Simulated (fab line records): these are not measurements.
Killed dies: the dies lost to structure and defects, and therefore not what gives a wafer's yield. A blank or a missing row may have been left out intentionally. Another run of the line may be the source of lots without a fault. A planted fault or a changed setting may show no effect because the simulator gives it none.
fab line records	flow rit_cmos
record lots=5	wafers=23
route steps=202 shown M1@184
start_h: the number of hours between the record's first day and the start of the first shown wafer of the lot	wait_h: hours elapsed since this lot's preceding step	" unchanged from the row above	L1.1+2: a single row standing in for several wafers	- either no value or no given start	* or withheld: withheld	< > ~ a bound
route shown NAME@n: names a module that has steps shown in the file, with the first one's number in the route	usual: mean/standard deviation of fault-free wafers	same: alike in all rows	chamber/n: place in a boat	sites: each site's reading	_std_site: their standard deviation	_edge_site: the outer-site mean with the inner-site mean subtracted	radius_mm: how far each site lies from the wafer's centre	mask NAME#n: copy n	behind: the tool/chamber that last shaped the wafer	hold: cause of the lot's hold/its duration in hours/its outcome	device: transistor that didn't switch, given as n, p or np	end of line: tests run on the same wafers once the route is complete	a step with no rows: only its recipe	killed: dies that structure and defects cost at the first sort, which is not the same as the wafer's yield	map: a wafer's dies, x killed, . not, _ none there
set.NAME: the setting the step ran with; set.NAME@STEP: the setting that earlier step ran with	model.NAME: the simulator's own value behind a step, which no gauge read
lots whose settings were changed on purpose; a table a step, a row a wafer
## steps
# step RIT_M1_SPUTTER_00
# recipe material=Al	target_thk_nm=400	power_w=2000	chamber_pressure_pa=0.4	gas=Ar	time_s=500	substrate_temp_c=25
lot.wafer	tool	chamber	start_h	wait_h	set.time_s	model.Al_of_M1_SPUTTER_00.thk_nm
L078.1	pvd_sputter-01	-	75.90	0.0	574.9	452
L078.2	"	-	"	"	500	399.7
L078.3	"	-	"	"	574.9	452.5
L078.5	"	-	"	"	500	391.6
L078.6	"	-	"	"	574.9	452.2
L079.1	pvd_sputter-02	-	81.44	0.0	431	339.6
L079.2	"	-	"	"	500	399
L079.3	"	-	"	"	500	403.3
L079.5	"	-	"	"	431	345.8
L079.6	"	-	"	"	431	340.9
L080.2	pvd_sputter-01	-	90.25	0.0	500	396.4
L080.4	"	-	"	"	500	403.6
L080.6	"	-	"	"	500	399.5
L081.2	pvd_sputter-02	-	95.93	0.0	500	403.2
L081.3	"	-	"	"	500	401.1
L081.4	"	-	"	"	500	402.4
L081.5	"	-	"	"	500	402.7
L081.6	"	-	"	"	500	401.4
L085.1	pvd_sputter-02	-	119.12	0.0	559.4	445.6
L085.2	"	-	"	"	500	401.7
L085.3	"	-	"	"	500	399.4
L085.4	"	-	"	"	559.4	448.3
L085.5	"	-	"	"	559.4	443.5
# step RIT_M1_RS_MEAS_01
# recipe thk_meas_gauge=four-point-probe	reads=Al_of_M1_SPUTTER_00
# usual M1_AL_RS=0.0737/0.00076
lot.wafer	tool	chamber	start_h	wait_h	set.time_s@M1_SPUTTER_00	M1_AL_RS[ohm/sq]
L078.1	film_metro-01	-	76.19	0.1	574.9	0.0648
L078.2	"	-	"	"	500	0.0735
L078.3	"	-	"	"	574.9	0.0648
L078.5	"	-	"	"	500	0.0751
L078.6	"	-	"	"	574.9	0.0648
L079.1	film_metro-04	-	81.73	0.1	431	0.0869
L079.2	"	-	"	"	500	0.0735
L079.3	"	-	"	"	500	0.0727
L079.5	"	-	"	"	431	0.0853
L079.6	"	-	"	"	431	0.0864
L080.2	film_metro-04	-	90.56	0.2	500	0.0741
L080.4	"	-	"	"	500	0.0727
L080.6	"	-	"	"	500	0.0734
L081.2	film_metro-03	-	96.24	0.2	500	0.0728
L081.3	"	-	"	"	500	0.0732
L081.4	"	-	"	"	500	0.0729
L081.5	"	-	"	"	500	0.0728
L081.6	"	-	"	"	500	0.0733
L085.1	film_metro-03	-	119.42	0.1	559.4	0.0658
L085.2	"	-	"	"	500	0.0731
L085.3	"	-	"	"	500	0.0735
L085.4	"	-	"	"	559.4	0.0653
L085.5	"	-	"	"	559.4	0.0659
# step RIT_M1_THK_MEAS_02
# recipe thk_meas_gauge=xrf	reads=Al_of_M1_SPUTTER_00
# usual M1_AL_THK=398/4.4
lot.wafer	tool	chamber	start_h	wait_h	set.time_s@M1_SPUTTER_00	M1_AL_THK[nm]
L078.1	film_metro-01	-	76.31	0.1	574.9	454
L078.2	"	-	"	"	500	399
L078.3	"	-	"	"	574.9	450
L078.5	"	-	"	"	500	391
L078.6	"	-	"	"	574.9	450
L079.1	film_metro-04	-	81.85	0.1	431	336
L079.2	"	-	"	"	500	394
L079.3	"	-	"	"	500	401
L079.5	"	-	"	"	431	343
L079.6	"	-	"	"	431	338
L080.2	film_metro-04	-	90.67	0.1	500	395
L080.4	"	-	"	"	500	399
L080.6	"	-	"	"	500	396
L081.2	film_metro-03	-	96.35	0.1	500	405
L081.3	"	-	"	"	500	402
L081.4	"	-	"	"	500	403
L081.5	"	-	"	"	500	403
L081.6	"	-	"	"	500	405
L085.1	film_metro-03	-	119.54	0.1	559.4	448
L085.2	"	-	"	"	500	400
L085.3	"	-	"	"	500	399
L085.4	"	-	"	"	559.4	448
L085.5	"	-	"	"	559.4	442
# step RIT_M1_EXPOSE_06
# recipe mask_id=M12	na=0.6	source_shape=conventional	sigma_outer=0.5	target_cd_nm=2600	dose_mj=250
lot.wafer	tool	chamber	start_h	wait_h	mask	set.dose_mj
L078.1+2+3	iline_stepper-01	0	76.95	0.2	M12#0	266.2
L078.5+6	"	0	"	"	M12#0	250
L079.1+2+3	iline_stepper-01	0	82.36	0.1	M12#0	255.1
L079.5+6	"	0	"	"	M12#0	250
L080.2+4+6	iline_stepper-02	0	91.32	0.2	M12#0	250
L081.2+5+6	iline_stepper-02	0	96.87	0.1	M12#0	250
L081.3+4	"	0	"	"	M12#0	232.6
L085.1+3+5	iline_stepper-01	0	120.17	0.2	M12#0	239.3
L085.2+4	"	0	"	"	M12#0	250
# step RIT_M1_PEB_07
# recipe resist=NOVOLAK	temp_c=withheld	time_s=withheld
# step RIT_M1_DEVELOP_08
# recipe resist=NOVOLAK	develop_time_s=68	dev_temp_c=23
# step RIT_M1_CD_MEAS_09
# recipe target_cd_nm=2600
# usual cd_nm=2600.3/2.6
lot.wafer	tool	chamber	start_h	wait_h	set.dose_mj@M1_EXPOSE_06	cd_nm
L078.1	cd_sem-02	-	77.38	-	266.2	2584.2
L078.2	"	-	"	"	266.2	2584.0
L078.3	"	-	"	"	266.2	2584.7
L078.5	"	-	"	"	250	2602.8
L078.6	"	-	"	"	250	2602.2
L079.1	cd_sem-02	-	82.79	-	255.1	2592.7
L079.2	"	-	"	"	255.1	2594.7
L079.3	"	-	"	"	255.1	2595.2
L079.5	"	-	"	"	250	2599.9
L079.6	"	-	"	"	250	2598.7
L080.2	cd_sem-02	-	91.82	-	250	2600.6
L080.4	"	-	"	"	250	2597.4
L080.6	"	-	"	"	250	2600.1
L081.2	cd_sem-02	-	97.30	-	250	2602.1
L081.3	"	-	"	"	232.6	2622.7
L081.4	"	-	"	"	232.6	2623.0
L081.5	"	-	"	"	250	2600.4
L081.6	"	-	"	"	250	2603.4
L085.1	cd_sem-01	-	120.60	-	239.3	2610.2
L085.2	"	-	"	"	250	2598.0
L085.3	"	-	"	"	239.3	2611.3
L085.4	"	-	"	"	250	2598.0
L085.5	"	-	"	"	239.3	2612.1
# step RIT_M1_METAL_ETCH_12
# recipe stop_on=SiO2	chemistry=Cl2/BCl3	target=Al	time_s=165	over_etch_frac=0.5	pressure_mtorr=100	target_depth_a=6000	rf_w=250	Cl2_flow_sccm=60	bcl3_flow_sccm=50
# usual oes_product_au=0.778/0.016
lot.wafer	tool	chamber	start_h	wait_h	set.pressure_mtorr	set.time_s@M1_SPUTTER_00	set.dose_mj@M1_EXPOSE_06	oes_product_au	model.M1.cd_nm
L078.1	rie_metal-03	1	77.79	0.2	109.2	574.9	266.2	0.827	2585
L078.2	"	0	"	"	109.2	500	266.2	0.789	2584
L078.3	"	0	"	"	109.2	574.9	266.2	0.852	2587
L078.5	"	1	"	"	109.2	500	250	0.767	2602
L078.6	"	0	"	"	109.2	574.9	250	0.843	2604
L079.1	rie_metal-01	1	83.20	0.2	88.54	431	255.1	0.702	2591
L079.2	"	0	"	"	88.54	500	255.1	0.754	2594
L079.3	"	1	"	"	88.54	500	255.1	0.761	2595
L079.5	"	1	"	"	88.54	431	250	0.705	2599
L079.6	"	0	"	"	88.54	431	250	0.700	2599
L080.2	rie_metal-02	1	92.33	0.2	100	500	250	0.800	2600
L080.4	"	0	"	"	100	500	250	0.788	2597
L080.6	"	1	"	"	100	500	250	0.800	2596
L081.2	rie_metal-03	1	97.69	0.2	100	500	250	0.776	2602
L081.3	"	1	"	"	100	500	232.6	0.760	2624
L081.4	"	0	"	"	100	500	232.6	0.791	2623
L081.5	"	0	"	"	100	500	250	0.798	2601
L081.6	"	1	"	"	100	500	250	0.780	2603
L085.1	rie_metal-01	1	121.01	0.2	112.1	559.4	239.3	0.810	2608
L085.2	"	0	"	"	112.1	500	250	0.758	2601
L085.3	"	0	"	"	112.1	500	239.3	0.763	2614
L085.4	"	1	"	"	112.1	559.4	250	0.821	2597
L085.5	"	0	"	"	112.1	559.4	239.3	0.814	2612
# step RIT_M1_STRIP_13
# recipe chemistry=nmp	resist=NOVOLAK	temp_c=80	time_s=600	dry=n2_spin
# step RIT_M1_STRIP_14
# recipe chemistry=O2	time_s=180	platen_temp_c=withheld	power_w=500	pressure_mtorr=4000	o2_flow_sccm=4000
# step RIT_M1_CD_MEAS_90
# recipe target_cd_nm=2600
# usual cd_nm=2600/3.4
lot.wafer	tool	chamber	start_h	wait_h	set.dose_mj@M1_EXPOSE_06	cd_nm
L078.1	cd_sem-01	-	78.31	0.1	266.2	2585
L078.2	"	-	"	"	266.2	2584
L078.3	"	-	"	"	266.2	2587
L078.5	"	-	"	"	250	2602
L078.6	"	-	"	"	250	2604
L079.1	cd_sem-01	-	83.71	0.1	255.1	2592
L079.2	"	-	"	"	255.1	2594
L079.3	"	-	"	"	255.1	2595
L079.5	"	-	"	"	250	2599
L079.6	"	-	"	"	250	2599
L080.2	cd_sem-01	-	92.86	0.1	250	2600
L080.4	"	-	"	"	250	2597
L080.6	"	-	"	"	250	2596
L081.2	cd_sem-01	-	98.22	0.1	250	2602
L081.3	"	-	"	"	232.6	2623
L081.4	"	-	"	"	232.6	2623
L081.5	"	-	"	"	250	2601
L081.6	"	-	"	"	250	2603
L085.1	cd_sem-02	-	121.52	0.1	239.3	2608
L085.2	"	-	"	"	250	2601
L085.3	"	-	"	"	239.3	2613
L085.4	"	-	"	"	250	2597
L085.5	"	-	"	"	239.3	2612
## key
split step=RIT_M1_SPUTTER_00	setting=time_s	stated=500	by=wafer
response step=RIT_M1_SPUTTER_00	reading=model.Al_of_M1_SPUTTER_00.thk_nm	change=+3.96	per=1%	r=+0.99
response step=RIT_M1_RS_MEAS_01	reading=M1_AL_RS	change=-0.000745	per=1%	r=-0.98
response step=RIT_M1_THK_MEAS_02	reading=M1_AL_THK	change=+3.97	per=1%	r=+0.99
response step=RIT_M1_METAL_ETCH_12	reading=oes_product_au	change=+0.00421	per=1%	r=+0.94
split step=RIT_M1_EXPOSE_06	setting=dose_mj	stated=250	by=wafer
response step=RIT_M1_CD_MEAS_09	reading=cd_nm	change=-2.92	per=1%	r=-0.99
response step=RIT_M1_METAL_ETCH_12	reading=model.M1.cd_nm	change=-2.91	per=1%	r=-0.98
response step=RIT_M1_CD_MEAS_90	reading=cd_nm	change=-2.89	per=1%	r=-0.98
split step=RIT_M1_METAL_ETCH_12	setting=pressure_mtorr	stated=100	by=lot
response none clear
